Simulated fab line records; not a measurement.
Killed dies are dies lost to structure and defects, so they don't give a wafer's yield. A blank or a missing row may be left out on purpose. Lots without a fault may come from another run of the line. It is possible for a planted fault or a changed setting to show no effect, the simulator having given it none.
fab line records -- flow rit-cmos
record: lots: 7, wafers: 21, last-day: 7
route steps=202 shown PRETRO@72 GATE@75 FOX2@80 M1@202
lots that met no fault: from a run of the same line without faults
start-h: the number of hours between the record's first day and the start of the first shown wafer of the lot -- wait-h: hours elapsed since this lot's preceding step -- " identical to the entry in the row above -- L1.1+2: several wafers, shown together as one row -- - value missing, or start not given -- * or withheld: withheld -- < > ~ a bound
route shown NAME@n: NAME is a module with steps in the file, n the number in the route of the first one -- usual: average and standard deviation across the fault-free wafers -- same: alike in all rows -- chamber/n: place in a boat -- sites: per-site readings -- _std_site: the standard deviation of these -- _edge_site: mean of outer sites minus mean of inner sites -- radius-mm: how far each site lies from the wafer's centre -- mask NAME#n: copy n -- behind: tool/chamber where the wafer was last shaped -- hold: the reason the lot was held/the length of the hold in hours/how it ended -- device: transistor that didn't switch, given as n, p or np -- end of line: tests run on the same wafers once the route is complete -- a step given without rows: its recipe and nothing more -- killed: the dies lost at the first sort to structure and to defects; this is not the yield of the wafer -- map: per-die view of a wafer (x killed, . not killed, _ where there is no die)
set.NAME: setting as actually run; set.NAME@STEP: the setting as run at that earlier step -- model.NAME: the simulator's own value behind a step, which no gauge read
a table for each step, a row for each wafer; lots at some steps of the route
services: a tool's chamber out of use, with start hour (start-h, from the record's first day; less than 0 if before it), hours out, and reason
== steps ==
step: RIT_PRETRO_IMPLANT_08
recipe: species: B, energy-kev: 45, dose-cm2: 1.184e+13, tilt-deg: 7
step: RIT_PRETRO_STRIP_09
recipe: chemistry: O2, time-s: 180, resist: NOVOLAK, platen-temp-c: withheld, power-w: 500, pressure-mtorr: 4000, o2-flow-sccm: 4000
usual: drypump-motor-current-A: 5.6/0.35
lot.wafer,tool,chamber,start-h,wait-h,drypump-motor-current-A,rf-hours-counter-h
L220.1,plasma-asher-03,0,56.32,0.1,6.3,37
L220.4,plasma-asher-03,0,56.32,0.1,6.3,-
L220.5,plasma-asher-03,0,56.32,0.1,6.3,-
L221.1,plasma-asher-01,1,61.53,0.1,5.7,28
L221.2,plasma-asher-01,0,61.53,0.1,5.1,28
L221.6,plasma-asher-01,0,61.53,0.1,5.1,-
L223.3,plasma-asher-04,1,68.55,0.1,5.7,-
L223.4,plasma-asher-04,0,68.55,0.1,5.9,-
L223.6,plasma-asher-04,1,68.55,0.1,5.7,-
L226.4,plasma-asher-01,0,83.33,0.1,5.1,-
L226.5,plasma-asher-01,1,83.33,0.1,5.8,-
L226.6,plasma-asher-01,0,83.33,0.1,5.1,-
L228.1,plasma-asher-04,1,95.97,0.1,5.6,45
L228.2,plasma-asher-04,0,95.97,0.1,5.9,45
L228.5,plasma-asher-04,1,95.97,0.1,5.6,-
L230.1,plasma-asher-01,1,104.50,0.1,5.7,32
L230.3,plasma-asher-01,1,104.50,0.1,5.7,-
L230.5,plasma-asher-01,1,104.50,0.1,5.7,-
L236.1,plasma-asher-03,0,142.71,0.1,6.3,45
L236.2,plasma-asher-03,1,142.71,0.1,5.5,45
L236.3,plasma-asher-03,1,142.71,0.1,5.5,-
step: RIT_PRETRO_TW_MEAS_10
usual: PRETRO_TW: 470/5.2
lot.wafer,tool,chamber,start-h,wait-h,PRETRO_TW
L220.1,film-metro-01,-,56.50,0.1,466
L220.4,film-metro-01,-,56.50,0.1,468
L220.5,film-metro-01,-,56.50,0.1,467
L221.1,film-metro-03,-,61.71,0.1,465
L221.2,film-metro-03,-,61.71,0.1,466
L221.6,film-metro-03,-,61.71,0.1,465
L223.3,film-metro-03,-,68.69,0.1,467
L223.4,film-metro-03,-,68.69,0.1,466
L223.6,film-metro-03,-,68.69,0.1,467
L226.4,film-metro-01,-,83.48,0.1,468
L226.5,film-metro-01,-,83.48,0.1,468
L226.6,film-metro-01,-,83.48,0.1,466
L228.1,film-metro-01,-,96.14,0.1,468
L228.2,film-metro-01,-,96.14,0.1,469
L228.5,film-metro-01,-,96.14,0.1,468
L230.1,film-metro-02,-,104.67,0.1,478
L230.3,film-metro-02,-,104.67,0.1,476
L230.5,film-metro-02,-,104.67,0.1,476
L236.1,film-metro-03,-,142.88,0.1,467
L236.2,film-metro-03,-,142.88,0.1,466
L236.3,film-metro-03,-,142.88,0.1,469
step: RIT_GATE_WET_ETCH_00
recipe: chemistry: BOE, target: SiO2, target-depth-nm: 56, time-s: 60, dry: n2-spin, dilution: 10:1, temp-c: 21.5
step: RIT_GATE_CLEAN_01
recipe: chemistry: SC1, mix: 3:3:50, time-s: 600, temp-c: 75
step: RIT_GATE_CLEAN_02
recipe: chemistry: dHF, dilution: 50:1, time-s: 30
step: RIT_GATE_CLEAN_03
recipe: chemistry: SC2, mix: 3:3:50, time-s: 600, temp-c: 75, dry: n2-spin
step: RIT_GATE_CLEAN_04
recipe: chemistry: dHF, dilution: 50:1, time-s: 60, dry: n2-spin
step: RIT_FOX2_THK_MEAS_91
recipe: reads: SiO2_of_FOX2_OXIDATION_00
usual: FIELD_OXIDE_LEFT_2_THK: 257/7.8
lot.wafer,tool,chamber,start-h,wait-h,FIELD_OXIDE_LEFT_2_THK[nm]
L220.1,film-metro-02,-,56.99,0.0,263
L220.4,film-metro-02,-,56.99,0.0,268
L220.5,film-metro-02,-,56.99,0.0,260
L221.1,film-metro-03,-,62.18,0.0,259
L221.2,film-metro-03,-,62.18,0.0,263
L221.6,film-metro-03,-,62.18,0.0,262
L223.3,film-metro-04,-,69.18,0.0,270
L223.4,film-metro-04,-,69.18,0.0,270
L223.6,film-metro-04,-,69.18,0.0,266
L226.4,film-metro-04,-,84.03,0.0,268
L226.5,film-metro-04,-,84.03,0.0,272
L226.6,film-metro-04,-,84.03,0.0,269
L228.1,film-metro-04,-,96.83,0.0,259
L228.2,film-metro-04,-,96.83,0.0,242
L228.5,film-metro-04,-,96.83,0.0,245
L230.1,film-metro-03,-,105.15,0.0,244
L230.3,film-metro-03,-,105.15,0.0,248
L230.5,film-metro-03,-,105.15,0.0,251
L236.1,film-metro-03,-,143.38,0.0,252
L236.2,film-metro-03,-,143.38,0.0,249
L236.3,film-metro-03,-,143.38,0.0,255
step: RIT_GATE_OXIDATION_05
recipe: temp-c: 900, ambient: O2, target-thk-a: 30, ox-time-s: 270
step: RIT_GATE_ANNEAL_06
recipe: temp-c: 900, time-s: 600, ambient: N2O
step: RIT_GATE_THK_MEAS_07
recipe: reads: SiO2_of_GATE_OXIDATION_05
usual: GATE_OXIDE_THK: 3.02/0.052
lot.wafer,tool,chamber,start-h,wait-h,GATE_OXIDE_THK[nm]
L220.1,film-metro-02,-,62.72,0.0,3.01
L220.4,film-metro-02,-,62.72,0.0,3.00
L220.5,film-metro-02,-,62.72,0.0,2.98
L221.1,film-metro-03,-,63.82,0.0,3.03
L221.2,film-metro-03,-,63.82,0.0,3.02
L221.6,film-metro-03,-,63.82,0.0,3.09
L223.3,film-metro-02,-,74.80,0.0,3.14
L223.4,film-metro-02,-,74.80,0.0,3.05
L223.6,film-metro-02,-,74.80,0.0,3.04
L226.4,film-metro-02,-,87.81,0.0,3.04
L226.5,film-metro-02,-,87.81,0.0,3.05
L226.6,film-metro-02,-,87.81,0.0,3.08
L228.1,film-metro-04,-,101.32,0.0,2.99
L228.2,film-metro-04,-,101.32,0.0,3.03
L228.5,film-metro-04,-,101.32,0.0,3.00
L230.1,film-metro-04,-,107.68,0.0,3.05
L230.3,film-metro-04,-,107.68,0.0,3.07
L230.5,film-metro-04,-,107.68,0.0,2.97
L236.1,film-metro-02,-,146.43,0.0,2.96
L236.2,film-metro-02,-,146.43,0.0,3.03
L236.3,film-metro-02,-,146.43,0.0,2.98
step: RIT_GATE_CVD_08
recipe: material: poly-Si, target-thk-nm: 250, temp-c: 610, precursor: SiH4, time-s: 2220, pressure-mtorr: 300, sih4-flow-sccm: 100
usual: zone-power-load-pct: 10.8/0.53
lot.wafer,tool,chamber,start-h,wait-h,zone-power-load-pct
L220.1,lpcvd-02,1,63.94,1.2,11.1
L220.4,lpcvd-02,1,63.94,1.2,10.9
L220.5,lpcvd-02,1,63.94,1.2,10.8
L221.1,lpcvd-02,1,63.94,0.1,10.8
L221.2,lpcvd-02,1,63.94,0.1,11.2
L221.6,lpcvd-02,1,63.94,0.1,11.0
L223.3,lpcvd-02,0,77.03,2.2,11.1
L223.4,lpcvd-02,0,77.03,2.2,11.3
L223.6,lpcvd-02,0,77.03,2.2,11.2
L226.4,lpcvd-02,1,87.84,0.0,11.0
L226.5,lpcvd-02,1,87.84,0.0,10.9
L226.6,lpcvd-02,1,87.84,0.0,10.6
L228.1,lpcvd-01,0,101.38,0.1,11.5
L228.2,lpcvd-01,0,101.38,0.1,11.4
L228.5,lpcvd-01,0,101.38,0.1,11.3
L228.1,lpcvd-01,0,103.98,0.2,11.5
L228.2,lpcvd-01,0,103.98,0.2,11.2
L228.5,lpcvd-01,0,103.98,0.2,11.4
L230.1,lpcvd-02,1,107.74,0.1,10.9
L230.3,lpcvd-02,1,107.74,0.1,10.8
L230.5,lpcvd-02,1,107.74,0.1,10.8
L230.1,lpcvd-02,1,110.33,0.2,10.6
L230.3,lpcvd-02,1,110.33,0.2,10.9
L230.5,lpcvd-02,1,110.33,0.2,10.9
L236.1,lpcvd-02,1,146.51,0.1,10.8
L236.2,lpcvd-02,1,146.51,0.1,11.0
L236.3,lpcvd-02,1,146.51,0.1,10.9
L236.1,lpcvd-02,1,148.29,0.2,10.9
L236.2,lpcvd-02,1,148.29,0.2,10.7
L236.3,lpcvd-02,1,148.29,0.2,10.8
step: RIT_GATE_THK_MEAS_09
recipe: reads: poly-Si_of_GATE_CVD_08
usual: GATE_POLY_THK: 248.2/2.4
lot.wafer,tool,chamber,start-h,wait-h,GATE_POLY_THK[nm]
L220.1,film-metro-04,-,65.56,0.0,249.7
L220.4,film-metro-04,-,65.56,0.0,249.5
L220.5,film-metro-04,-,65.56,0.0,249.5
L221.1,film-metro-03,-,65.56,0.0,247.0
L221.2,film-metro-03,-,65.56,0.0,249.0
L221.6,film-metro-03,-,65.56,0.0,248.6
L223.3,film-metro-02,-,79.48,0.0,250.8
L223.4,film-metro-02,-,79.48,0.0,251.2
L223.6,film-metro-02,-,79.48,0.0,251.0
L226.4,film-metro-03,-,90.29,0.0,248.5
L226.5,film-metro-03,-,90.29,0.0,248.2
L226.6,film-metro-03,-,90.29,0.0,247.3
L228.1,film-metro-03,-,106.40,0.0,503.7
L228.2,film-metro-03,-,106.40,0.0,500.5
L228.5,film-metro-03,-,106.40,0.0,500.9
L230.1,film-metro-04,-,112.76,0.0,500.2
L230.3,film-metro-04,-,112.76,0.0,498.7
L230.5,film-metro-04,-,112.76,0.0,500.5
L236.1,film-metro-04,-,149.91,0.0,501.2
L236.2,film-metro-04,-,149.91,0.0,501.4
L236.3,film-metro-04,-,149.91,0.0,501.6
step: RIT_GATE_HMDS_10
recipe: prime-time-s: 60, prime-temp-c: 140
step: RIT_GATE_COAT_11
recipe: resist: NOVOLAK, spin-rpm: 4250, resist-thk-nm: 850
step: RIT_GATE_SOFTBAKE_12
recipe: resist: NOVOLAK, temp-c: 90, time-s: 60
step: RIT_GATE_EXPOSE_13
recipe: mask-id: M6, na: 0.6, source-shape: conventional, sigma-outer: 0.6, target-cd-nm: 150, dose-mj: 380
step: RIT_GATE_PEB_14
recipe: resist: NOVOLAK, temp-c: withheld, time-s: withheld
step: RIT_GATE_DEVELOP_15
recipe: resist: NOVOLAK, develop-time-s: 50, dev-temp-c: 23
step: RIT_GATE_CD_MEAS_16
recipe: target-cd-nm: 150
usual: cd-nm: 150.5/2.5
lot.wafer,tool,chamber,start-h,wait-h,cd-nm
L220.1,cd-sem-01,-,66.79,-,147.0
L220.4,cd-sem-01,-,66.79,-,145.9
L220.5,cd-sem-01,-,66.79,-,147.4
L221.1,cd-sem-02,-,66.84,-,153.2
L221.2,cd-sem-02,-,66.84,-,153.8
L221.6,cd-sem-02,-,66.84,-,154.4
L223.3,cd-sem-01,-,80.73,-,151.9
L223.4,cd-sem-01,-,80.73,-,152.0
L223.6,cd-sem-01,-,80.73,-,150.6
L226.4,cd-sem-02,-,91.23,-,153.6
L226.5,cd-sem-02,-,91.23,-,152.0
L226.6,cd-sem-02,-,91.23,-,154.0
L228.1,cd-sem-01,-,107.46,-,148.4
L228.2,cd-sem-01,-,107.46,-,149.8
L228.5,cd-sem-01,-,107.46,-,149.5
L230.1,cd-sem-02,-,114.02,-,148.7
L230.3,cd-sem-02,-,114.02,-,148.7
L230.5,cd-sem-02,-,114.02,-,147.4
L236.1,cd-sem-02,-,151.29,-,145.4
L236.2,cd-sem-02,-,151.29,-,145.7
L236.3,cd-sem-02,-,151.29,-,144.2
step: RIT_GATE_OVL_MEAS_17
usual: GATE_OVL: 0.4/1.4
lot.wafer,tool,chamber,start-h,wait-h,GATE_OVL[nm]
L220.1,overlay-02,-,66.91,0.1,1.3
L220.4,overlay-02,-,66.91,0.1,-0.8
L220.5,overlay-02,-,66.91,0.1,1.6
L221.1,overlay-02,-,66.96,0.1,-1.5
L221.2,overlay-02,-,66.96,0.1,-0.8
L221.6,overlay-02,-,66.96,0.1,-1.1
L223.3,overlay-01,-,80.82,0.1,-1.5
L223.4,overlay-01,-,80.82,0.1,0.1
L223.6,overlay-01,-,80.82,0.1,-1.2
L226.4,overlay-02,-,91.31,0.1,-0.9
L226.5,overlay-02,-,91.31,0.1,-0.8
L226.6,overlay-02,-,91.31,0.1,0.2
L228.1,overlay-01,-,107.58,0.1,0.1
L228.2,overlay-01,-,107.58,0.1,-0.7
L228.5,overlay-01,-,107.58,0.1,-0.7
L230.1,overlay-02,-,114.14,0.1,2.5
L230.3,overlay-02,-,114.14,0.1,0.6
L230.5,overlay-02,-,114.14,0.1,-0.2
L236.1,overlay-02,-,151.41,0.1,1.1
L236.2,overlay-02,-,151.41,0.1,0.4
L236.3,overlay-02,-,151.41,0.1,-0.3
step: RIT_GATE_HARDBAKE_18
recipe: resist: NOVOLAK, temp-c: 140, time-s: 60
step: RIT_GATE_ETCH_19
recipe: chemistry: SF6/CHF3/O2, time-s: 165, SF6_flow_sccm: 30, CHF3_flow_sccm: 30, O2_flow_sccm: 5, target: poly-Si, pressure-mtorr: 40, rf-w: 160, target-depth-a: 3125, over-etch-frac: 0.25, stop-on: SiO2
usual: drypump-motor-current-A: 5.91/0.3, he-backside-leak-sccm: 2.9/0.34, oes-product-au: 0.847/0.0099, rf-fwd-power-W: 159.5/0.5, throttle-valve-pct: 10.24/0.16
lot.wafer,tool,chamber,start-h,wait-h,drypump-motor-current-A,he-backside-leak-sccm,oes-product-au,rf-fwd-power-W,rf-hours-counter-h,throttle-valve-pct,model.etch.depth-nm,model.GATE.feature-depth-nm
L220.1,rie-si-01,0,67.31,0.1,6.11,2.6,0.852,159.8,2,10.52,249.5,249.5
L220.4,rie-si-01,3,67.31,0.1,5.69,3.0,0.858,159.3,120,10.30,249.5,249.5
L220.5,rie-si-01,1,67.31,0.1,5.71,2.6,0.842,160.0,-,9.89,249.4,249.4
L221.1,rie-si-02,0,67.32,0.1,5.51,2.8,0.835,160.4,55,10.32,247,247
L221.2,rie-si-02,2,67.32,0.1,6.39,3.1,0.859,159.8,2,10.15,248.9,248.9
L221.6,rie-si-02,0,67.32,0.1,5.48,2.9,0.844,159.4,-,10.31,248.4,248.4
L223.3,rie-si-02,3,80.99,0.1,5.56,2.8,0.843,159.3,3,10.16,250.7,250.7
L223.4,rie-si-02,1,80.99,0.1,6.06,3.2,0.850,159.4,93,10.29,251.5,251.5
L223.6,rie-si-02,2,80.99,0.1,6.30,2.9,0.863,159.2,-,10.16,251,251
L226.4,rie-si-01,0,91.48,0.1,6.19,2.5,0.841,160.0,3,10.53,248.2,248.2
L226.5,rie-si-01,3,91.48,0.1,5.70,3.4,0.853,158.8,-,10.29,248.1,248.1
L226.6,rie-si-01,0,91.48,0.1,6.16,2.5,0.855,160.0,-,10.53,247.3,247.3
L228.1,rie-si-01,2,107.91,0.1,6.20,2.6,1.011,159.4,119,10.28,315.2,315.2
L228.2,rie-si-01,1,107.91,0.1,5.72,2.7,0.965,159.5,110,9.91,300.9,300.9
L228.5,rie-si-01,1,107.91,0.1,5.76,2.8,0.968,159.5,-,9.91,302,302
L230.1,rie-si-01,3,114.42,0.1,5.72,3.1,1.015,159.6,120,10.30,311.2,311.2
L230.3,rie-si-01,0,114.42,0.1,6.14,2.7,1.020,159.5,3,10.52,314.5,314.5
L230.5,rie-si-01,1,114.42,0.1,5.73,2.8,0.984,159.8,-,9.90,306.7,306.7
L236.1,rie-si-01,3,151.82,0.1,5.67,3.4,1.000,159.1,120,10.30,308.6,308.6
L236.2,rie-si-01,0,151.82,0.1,6.16,2.7,1.006,159.5,3,10.53,311.2,311.2
L236.3,rie-si-01,1,151.82,0.1,5.71,2.6,0.958,159.1,111,9.91,302,302
step: RIT_GATE_STRIP_20
recipe: chemistry: O2, time-s: 180, resist: NOVOLAK, platen-temp-c: withheld, power-w: 500, pressure-mtorr: 4000, o2-flow-sccm: 4000
usual: drypump-motor-current-A: 5.8/0.43
lot.wafer,tool,chamber,start-h,wait-h,drypump-motor-current-A,rf-hours-counter-h
L220.1,plasma-asher-04,0,67.42,0.1,5.9,43
L220.4,plasma-asher-04,1,67.42,0.1,5.6,-
L220.5,plasma-asher-04,0,67.42,0.1,5.9,-
L221.1,plasma-asher-03,1,67.43,0.1,5.5,38
L221.2,plasma-asher-03,0,67.43,0.1,6.3,38
L221.6,plasma-asher-03,0,67.43,0.1,6.2,-
L223.3,plasma-asher-04,0,81.16,0.1,5.9,-
L223.4,plasma-asher-04,1,81.16,0.1,5.6,-
L223.6,plasma-asher-04,0,81.16,0.1,5.9,-
L226.4,plasma-asher-02,0,91.65,0.1,5.1,-
L226.5,plasma-asher-02,1,91.65,0.1,6.6,-
L226.6,plasma-asher-02,0,91.65,0.1,5.1,-
L228.1,plasma-asher-02,1,108.01,0.1,6.6,47
L228.2,plasma-asher-02,0,108.01,0.1,5.1,47
L228.5,plasma-asher-02,1,108.01,0.1,6.6,-
L230.1,plasma-asher-04,0,114.53,0.1,5.9,47
L230.3,plasma-asher-04,1,114.53,0.1,5.6,-
L230.5,plasma-asher-04,1,114.53,0.1,5.6,-
L236.1,plasma-asher-04,1,152.17,0.3,5.7,51
L236.2,plasma-asher-04,0,152.17,0.3,5.9,51
L236.3,plasma-asher-04,1,152.17,0.3,5.7,-
step: RIT_M1_PROBE_99
usual: killed-at-contacts: 0.0/0.2, killed-at-front-end: 7.0/2.8, killed-dies: 7.0/2.8, killed-on-rim: 2.0/1.4, killed-open: 3.4/1.9, killed-short: 3.6/2
same: gross-dies: 264, killed_at_M0_to_M3: 0, killed_at_M4_up: 0, killed-at-back-side: 0, killed-at-other: 0
lot.wafer,tool,chamber,start-h,wait-h,killed-at-contacts,killed-at-front-end,killed-dies,killed-on-rim,killed-open,killed-short
L220.1,prober-02,-,88.51,0.1,0,5,5,2,3,2
L220.4,prober-02,-,88.66,0.2,0,6,6,1,3,3
L220.5,prober-02,-,88.71,0.2,0,6,6,4,4,2
L221.1,prober-01,-,90.01,0.1,0,7,7,0,3,4
L221.2,prober-01,-,90.06,0.1,0,9,9,5,5,4
L221.6,prober-01,-,90.26,0.2,0,6,6,3,4,2
L223.3,prober-01,-,103.06,0.2,0,2,2,0,2,0
L223.4,prober-01,-,103.11,0.2,1,7,8,3,4,4
L223.6,prober-01,-,103.21,0.2,0,1,1,0,0,1
L226.4,prober-02,-,113.87,0.2,0,6,6,0,5,1
L226.5,prober-02,-,113.92,0.2,0,11,11,5,6,5
L226.6,prober-02,-,113.97,0.2,0,6,6,2,3,3
L228.1,prober-02,-,132.32,0.1,0,264,264,70,7,3
L228.2,prober-02,-,132.37,0.1,0,264,264,70,3,3
L228.5,prober-02,-,132.52,0.2,0,264,264,70,5,4
L230.1,prober-02,-,139.60,0.1,0,264,264,70,4,5
L230.3,prober-02,-,139.70,0.2,0,264,264,70,1,6
L230.5,prober-02,-,139.80,0.2,0,264,264,70,2,2
L236.1,prober-02,-,174.11,0.1,0,264,264,70,4,2
L236.2,prober-02,-,174.16,0.1,0,264,264,70,4,5
L236.3,prober-02,-,174.21,0.2,0,264,264,70,5,5
killed by level:class
L220.1 SPACER:geometric-particle:open=2 FOX1:geometric-particle:open=1 GATE:geometric-particle:short=1 REOX:geometric-particle:short=1
L220.4 GATE:geometric-particle:open=2 FOX1:geometric-particle:short=1 FOX2:geometric-particle:short=1 SPACER:geometric-particle:open=1 SPACER:geometric-particle:short=1
L220.5 REOX:geometric-particle:open=2 FOX2:geometric-particle:open=1 GATE:geometric-particle:short=1 REOX:geometric-particle:short=1 SPACER:geometric-particle:open=1
L221.1 GATE:geometric-particle:short=3 FOX1:geometric-particle:short=1 FOX2:geometric-particle:open=1 GATE:geometric-particle:open=1 SILICIDE:geometric-particle:open=1
L221.2 GATE:geometric-particle:short=4 FOX1:geometric-particle:open=2 FOX2:geometric-particle:open=1 GATE:geometric-particle:open=1 SILICIDE:geometric-particle:open=1
L221.6 FOX2:geometric-particle:open=3 GATE:geometric-particle:short=1 REOX:geometric-particle:short=1 SPACER:geometric-particle:open=1
L223.3 REOX:geometric-particle:open=1 SILICIDE:geometric-particle:open=1
L223.4 GATE:geometric-particle:short=2 FOX1:geometric-particle:short=1 GATE:geometric-particle:open=1 REOX:geometric-particle:open=1 SPACER:geometric-particle:open=1 SILICIDE:geometric-particle:open=1 CONTACT:geometric-particle:short=1
L223.6 FOX1:geometric-particle:short=1
L226.4 REOX:geometric-particle:open=2 SILICIDE:geometric-particle:open=2 GATE:geometric-particle:open=1 SILICIDE:geometric-particle:short=1
L226.5 FOX2:geometric-particle:short=2 GATE:geometric-particle:open=2 FOX1:geometric-particle:open=1 FOX1:geometric-particle:short=1 FOX2:geometric-particle:open=1 GATE:geometric-particle:short=1 REOX:geometric-particle:open=1 SILICIDE:geometric-particle:open=1
L226.6 SILICIDE:geometric-particle:short=2 FOX1:geometric-particle:short=1 GATE:geometric-particle:open=1 REOX:geometric-particle:open=1 SPACER:geometric-particle:open=1
L228.1 GATE:area-etch=254 GATE:geometric-particle:open=3 REOX:geometric-particle:open=3 GATE:geometric-particle:short=2 SILICIDE:geometric-particle:open=1 SILICIDE:geometric-particle:short=1
L228.2 GATE:area-etch=258 GATE:geometric-particle:short=2 GATE:geometric-particle:open=1 REOX:geometric-particle:open=1 SPACER:geometric-particle:short=1 SPACER:geometric-particle:open=1
L228.5 GATE:area-etch=255 GATE:geometric-particle:short=3 GATE:geometric-particle:open=2 FOX2:geometric-particle:open=1 SPACER:geometric-particle:open=1 SPACER:geometric-particle:short=1 SILICIDE:geometric-particle:open=1
L230.1 GATE:area-etch=255 SPACER:geometric-particle:short=2 SILICIDE:geometric-particle:short=2 ACTIVE:geometric-particle:open=1 FOX1:geometric-particle:open=1 FOX2:geometric-particle:short=1 GATE:geometric-particle:open=1 REOX:geometric-particle:open=1
L230.3 GATE:area-etch=257 GATE:geometric-particle:short=3 ACTIVE:geometric-particle:short=1 GATE:geometric-particle:open=1 REOX:geometric-particle:short=1 SPACER:geometric-particle:short=1
L230.5 GATE:area-etch=260 GATE:geometric-particle:open=2 GATE:geometric-particle:short=1 SPACER:geometric-particle:short=1
L236.1 GATE:area-etch=258 REOX:geometric-particle:open=3 GATE:geometric-particle:short=1 GATE:geometric-particle:open=1 SPACER:geometric-particle:short=1
L236.2 GATE:area-etch=255 GATE:geometric-particle:open=3 GATE:geometric-particle:short=3 FOX1:geometric-particle:open=1 REOX:geometric-particle:short=1 SILICIDE:geometric-particle:short=1
L236.3 GATE:area-etch=254 GATE:geometric-particle:short=5 GATE:geometric-particle:open=3 FOX1:geometric-particle:open=2
map L228.1 (x killed, . not)
________xxxxxxx_______
_____xxxxxxxxxxxxx____
____xxxxxxxxxxxxxxx___
___xxxxxxxxxxxxxxxxx__
__xxxxxxxxxxxxxxxxxxx_
__xxxxxxxxxxxxxxxxxxx_
_xxxxxxxxxxxxxxxxxxxxx
_xxxxxxxxxxxxxxxxxxxxx
_xxxxxxxxxxxxxxxxxxxxx
_xxxxxxxxxxxxxxxxxxxxx
__xxxxxxxxxxxxxxxxxxx_
__xxxxxxxxxxxxxxxxxxx_
___xxxxxxxxxxxxxxxxx__
____xxxxxxxxxxxxxxx___
_____xxxxxxxxxxxxx____
________xxxxxxx_______
map L230.1 (x killed, . not)
________xxxxxxx_______
_____xxxxxxxxxxxxx____
____xxxxxxxxxxxxxxx___
___xxxxxxxxxxxxxxxxx__
__xxxxxxxxxxxxxxxxxxx_
__xxxxxxxxxxxxxxxxxxx_
_xxxxxxxxxxxxxxxxxxxxx
_xxxxxxxxxxxxxxxxxxxxx
_xxxxxxxxxxxxxxxxxxxxx
_xxxxxxxxxxxxxxxxxxxxx
__xxxxxxxxxxxxxxxxxxx_
__xxxxxxxxxxxxxxxxxxx_
___xxxxxxxxxxxxxxxxx__
____xxxxxxxxxxxxxxx___
_____xxxxxxxxxxxxx____
________xxxxxxx_______
== services ==
tool,chamber,start-h,hours,kind
plasma-asher-02,-,108.75,9.0,pm
plasma-asher-02,0,108.75,11.4,vent-cycle
plasma-asher-02,1,108.75,11.4,vent-cycle
plasma-asher-02,-,116.00,4.1,repair
plasma-asher-02,0,117.75,-,clean
plasma-asher-02,1,117.75,-,clean
lpcvd-01,-,122.21,2.8,pm
rie-si-01,-,127.20,0.8,repair
plasma-asher-01,-,132.24,3.4,repair
rie-si-01,2,144.39,4.4,repair
plasma-asher-02,-,149.27,3.2,repair
== key ==
first-sign: step: RIT_GATE_CVD_08, reading: visit, direction: added
effect: step: RIT_GATE_THK_MEAS_09, reading: GATE_POLY_THK, direction: up, sigmas: 99+, usual: 248.2, struck: 501.0
effect: step: RIT_GATE_ETCH_19, reading: oes-product-au, direction: up, sigmas: 15, usual: 0.847, struck: 0.992
effect: step: RIT_M1_PROBE_99, reading: killed-at-front-end, direction: up, sigmas: 92, usual: 7.0, struck: 264
model-effect: step: RIT_GATE_ETCH_19, value: etch.depth-nm, without: 250.1, struck: 308
more-kills-born-at: RIT_GATE_ETCH_19@rie-si-01: 2306
met-at RIT_GATE_CVD_08
struck-wafers L228.1,L228.2,L228.5,L230.1,L230.3,L230.5,L236.1,L236.2,L236.3
later-rows-left-out L228.1,L228.2,L228.5,L230.1,L230.3,L230.5,L236.1,L236.2,L236.3
tester-left-out L228,L230,L236
fault: kind: repeated-step-whole, tool: lpcvd-01,lpcvd-02, chamber: -, onset-h: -, steps: RIT_GATE_CVD_08, times: 1, scope: struck-lots-only
tester-left-out: of these lots the tester's yield and bins aren't shown, on N5 and GAA mostly nor the transistor test; their killed dies are dies lost to structure and defects alone, not to doping, threshold or leakage, so they don't give the yield
later-rows-left-out: the simulator's readings of these wafers behind a module that went badly wrong aren't trusted and aren't shown, but for the sort
